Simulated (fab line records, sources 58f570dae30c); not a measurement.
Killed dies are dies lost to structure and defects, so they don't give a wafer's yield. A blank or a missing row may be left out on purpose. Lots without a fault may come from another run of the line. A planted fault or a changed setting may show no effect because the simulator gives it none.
Tool commonality check | flow berkeley_cmos170 | 14 lots, 48 wafers sampled

WHY IT WAS OPENED
At UCB170_PWELL_THK_MEAS_06 the reading PWELL_NITRIDE_THK is flagged on 2 of 14 lots. Wafers without a fault read 219.5 nm, standard deviation 2.1.
Rule: a lot is flagged when every wafer of it that has a number lies more than 4 standard deviations from that mean, or none has a number. The other lots count as sound.

lot  | measured    | on            | PWELL_NITRIDE_THK (nm), wafer by wafer | flag
L465 | day 3 11:34 | film_metro-02 | 217.7 219.7 220.1                      |
L468 | day 4 11:20 | film_metro-03 | 220.2 220.0 221.7                      |
L471 | day 4 11:20 | film_metro-02 | 222.3 223.7 223.2                      |
L469 | day 4 11:21 | film_metro-01 | 221.5 221.1 222.3                      |
L470 | day 4 11:23 | film_metro-03 | 215.8 214.9 215.4                      |
L473 | day 5 10:44 | film_metro-01 | 217.7 219.8 219.2                      |
L475 | day 5 19:54 | film_metro-02 | 221.6 222.2 219.3                      |
L474 | day 5 19:55 | film_metro-03 | 220.4 217.8 219.5                      |
L477 | day 5 19:56 | film_metro-01 | 222.5 221.8 221.6                      |
L476 | day 5 19:58 | film_metro-01 | 217.6 219.2 218.3                      |
L478 | day 5 23:20 | film_metro-02 | 218.0 220.1 220.7                      |
L479 | day 5 23:20 | film_metro-01 | 220.1 219.4 220.3                      |
L480 | day 6 04:45 | film_metro-03 | 163.1 162.2 161.8 163.1 162.2 161.7    | FLAGGED
L481 | day 6 04:47 | film_metro-01 | 161.0 160.0 160.6 161.1 160.1 160.7    | FLAGGED
The numbers of the flagged lots are 161.5 nm on average: -58.0 nm against the usual, or -28 standard deviations.

WHICH TOOL RAN EACH LOT
The record holds 2 process steps before the reading, out of a route of 331 steps. In each cell: the tool, then ch and the chambers that the sampled wafers went through, then the start.
lot  | flag    | UCB170_ZERO_ETCH_06               | UCB170_PWELL_CVD_05
L465 |         | rie_diel-03 ch 0,3, day 1 23:50   | lpcvd-02 ch 0, day 3 09:37
L468 |         | rie_diel-03 ch 2,3, day 2 15:30   | lpcvd-01 ch 0, day 4 09:25
L471 |         | rie_diel-02 ch 0,1,2, day 3 00:55 | lpcvd-01 ch 1, day 4 09:25
L469 |         | rie_diel-04 ch 0,3, day 2 15:14   | lpcvd-01 ch 1, day 4 09:25
L470 |         | rie_diel-03 ch 0,1,2, day 3 01:50 | lpcvd-01 ch 0, day 4 09:25
L473 |         | rie_diel-03 ch 1,3, day 3 11:58   | lpcvd-02 ch 1, day 5 07:51
L475 |         | rie_diel-03 ch 0,3, day 4 02:07   | lpcvd-02 ch 0, day 5 17:02
L474 |         | rie_diel-02 ch 2,3, day 4 02:24   | lpcvd-02 ch 0, day 5 17:02
L477 |         | rie_diel-04 ch 0,3, day 4 13:07   | lpcvd-02 ch 1, day 5 17:02
L476 |         | rie_diel-03 ch 0,2, day 4 12:43   | lpcvd-02 ch 1, day 5 17:02
L478 |         | rie_diel-04 ch 0,2, day 4 17:45   | lpcvd-01 ch 0, day 5 21:25
L479 |         | rie_diel-03 ch 0,3, day 4 17:25   | lpcvd-01 ch 0, day 5 21:25
L480 | FLAGGED | rie_diel-02 ch 1,2,3, day 5 00:22 | lpcvd-01 ch 1, day 6 02:50
L481 | FLAGGED | rie_diel-02 ch 0,3, day 5 05:41   | lpcvd-01 ch 1, day 6 02:50
What these steps do:
- UCB170_ZERO_ETCH_06: etches SiO2 in CHF3/CF4/Ar, time 12 s.
- UCB170_PWELL_CVD_05: deposits Si3N4 from SiH2Cl2/NH3, target thk 220 nm, time 3300 s.
- UCB170_PWELL_THK_MEAS_06

FLAGGED OVER TOTAL, TOOL BY TOOL (the gauges that took the reading come last)
step                     | tool          | lots run | flagged | share of the flagged lots | sound lots run after its first flagged lot
UCB170_ZERO_ETCH_06      | rie_diel-02   | 4        | 2       | all                       | 0
UCB170_ZERO_ETCH_06      | rie_diel-03   | 7        | 0       | none                      | -
UCB170_ZERO_ETCH_06      | rie_diel-04   | 3        | 0       | none                      | -
UCB170_PWELL_CVD_05      | lpcvd-01      | 8        | 2       | all                       | 0
UCB170_PWELL_CVD_05      | lpcvd-02      | 6        | 0       | none                      | -
UCB170_PWELL_THK_MEAS_06 | film_metro-01 | 6        | 1       | some                      | 0
UCB170_PWELL_THK_MEAS_06 | film_metro-02 | 4        | 0       | none                      | -
UCB170_PWELL_THK_MEAS_06 | film_metro-03 | 4        | 1       | some                      | 0

WHAT THE TABLE ALLOWS
2 rows of the table ran every flagged lot: rie_diel-02 at UCB170_ZERO_ETCH_06, lpcvd-01 at UCB170_PWELL_CVD_05.
- rie_diel-02 at UCB170_ZERO_ETCH_06: 2 of its 4 lots flagged. Its last sound lot is L474 (day 4 02:24), its first flagged lot L480 (day 5 00:22): a fault that began between those two fits.
- lpcvd-01 at UCB170_PWELL_CVD_05: 2 of its 8 lots flagged. Its last sound lot is L478 (day 5 21:25), its first flagged lot L480 (day 6 02:50): a fault that began between those two fits.
Counting lots can't tell these 2 tools apart, because each fits a fault that began at some hour. More lots, or a look at what each step does to the wafer, might.

WHAT THE SIMULATOR HAD PUT IN
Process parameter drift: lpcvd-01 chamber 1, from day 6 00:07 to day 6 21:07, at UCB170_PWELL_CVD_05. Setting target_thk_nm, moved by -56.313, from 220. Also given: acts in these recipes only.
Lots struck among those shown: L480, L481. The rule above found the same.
